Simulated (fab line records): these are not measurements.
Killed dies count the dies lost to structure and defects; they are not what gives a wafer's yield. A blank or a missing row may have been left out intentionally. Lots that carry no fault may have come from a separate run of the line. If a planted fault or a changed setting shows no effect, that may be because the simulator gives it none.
Split-lot trial | flow berkeley_cmos170 | 5 lots, 23 wafers read, on a route of 331 steps

== ON THE SPLIT ==
At UCB170_SCREENOX_OXIDATION_01 (target thk 14.4 nm, ox time 2400 s), the setting temp_c was moved away from the recipe's 900 C on 15 of the 23 wafers read, by -1.8% to +2.9%. For the rest of the wafers, this setting stayed at what the recipe calls for.

Split to reading: the file shows no intervening step.

== THE READING ==
SCREENOX_OXIDE_THK at UCB170_SCREENOX_THK_MEAS_02, in nm. Fault-free wafers of this fab line usually give 14.3 nm, standard deviation 0.31 nm.

wafer  | tool, chamber at the split | temp_c as run, C | against the recipe | SCREENOX_OXIDE_THK, nm | against lot-mates on the recipe
L076.1 | furnace-01, 0              | 900              | recipe             | 14.4                   | -
L076.2 | furnace-01, 0              | 900              | recipe             | 14.5                   | -
L076.6 | furnace-01, 0              | 900              | recipe             | 14.4                   | -
L077.1 | -, -                       | 883.9            | -1.8%              | 12.0                   | no lot-mate on the recipe
L077.3 | -, -                       | 883.9            | -1.8%              | 11.9                   | no lot-mate on the recipe
L077.4 | -, -                       | 883.9            | -1.8%              | 11.8                   | no lot-mate on the recipe
L077.5 | -, -                       | 883.9            | -1.8%              | 11.9                   | no lot-mate on the recipe
L077.6 | -, -                       | 883.9            | -1.8%              | 11.8                   | no lot-mate on the recipe
L078.1 | -, -                       | 922.2            | +2.5%              | 18.2                   | no lot-mate on the recipe
L078.3 | -, -                       | 922.2            | +2.5%              | 17.9                   | no lot-mate on the recipe
L078.4 | -, -                       | 922.2            | +2.5%              | 17.9                   | no lot-mate on the recipe
L078.5 | -, -                       | 922.2            | +2.5%              | 18.0                   | no lot-mate on the recipe
L078.6 | -, -                       | 922.2            | +2.5%              | 18.0                   | no lot-mate on the recipe
L080.1 | -, -                       | 925.7            | +2.9%              | 18.2                   | no lot-mate on the recipe
L080.2 | -, -                       | 925.7            | +2.9%              | 18.2                   | no lot-mate on the recipe
L080.4 | -, -                       | 925.7            | +2.9%              | 18.4                   | no lot-mate on the recipe
L080.5 | -, -                       | 925.7            | +2.9%              | 18.2                   | no lot-mate on the recipe
L080.6 | -, -                       | 925.7            | +2.9%              | 18.4                   | no lot-mate on the recipe
L085.1 | -, -                       | 900              | recipe             | 14.0                   | -
L085.2 | -, -                       | 900              | recipe             | 14.2                   | -
L085.3 | -, -                       | 900              | recipe             | 14.2                   | -
L085.4 | -, -                       | 900              | recipe             | 14.1                   | -
L085.6 | -, -                       | 900              | recipe             | 14.3                   | -

THE FIT
A straight line over all 23 wafers: SCREENOX_OXIDE_THK changes by +1.41 nm for each +1% of temp_c; r = +1.00; the points scatter about the line by 0.17 nm.
Too few moved wafers with a lot-mate on the recipe to fit a line net of each lot's own level.

== THE WHOLE CHAIN: every reading that the file lists as answering this split, in the file's order ==
step                         | what it does                       | reading                                                                               | change (the file's fit)              | r (the file's)
UCB170_SCREENOX_OXIDATION_01 | target thk 14.4 nm, ox time 2400 s | SiO2_of_SCREENOX_OXIDATION_01.thk_nm (the simulator's own value, which no gauge read) | +1.41 nm for each +1% of the setting | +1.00
UCB170_SCREENOX_THK_MEAS_02  |                                    | SCREENOX_OXIDE_THK                                                                    | +1.41 for each +1% of the setting    | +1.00

== FILE'S OWN FIT ==
SCREENOX_OXIDE_THK changes by +1.41 nm for each +1% of temp_c, r = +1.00.
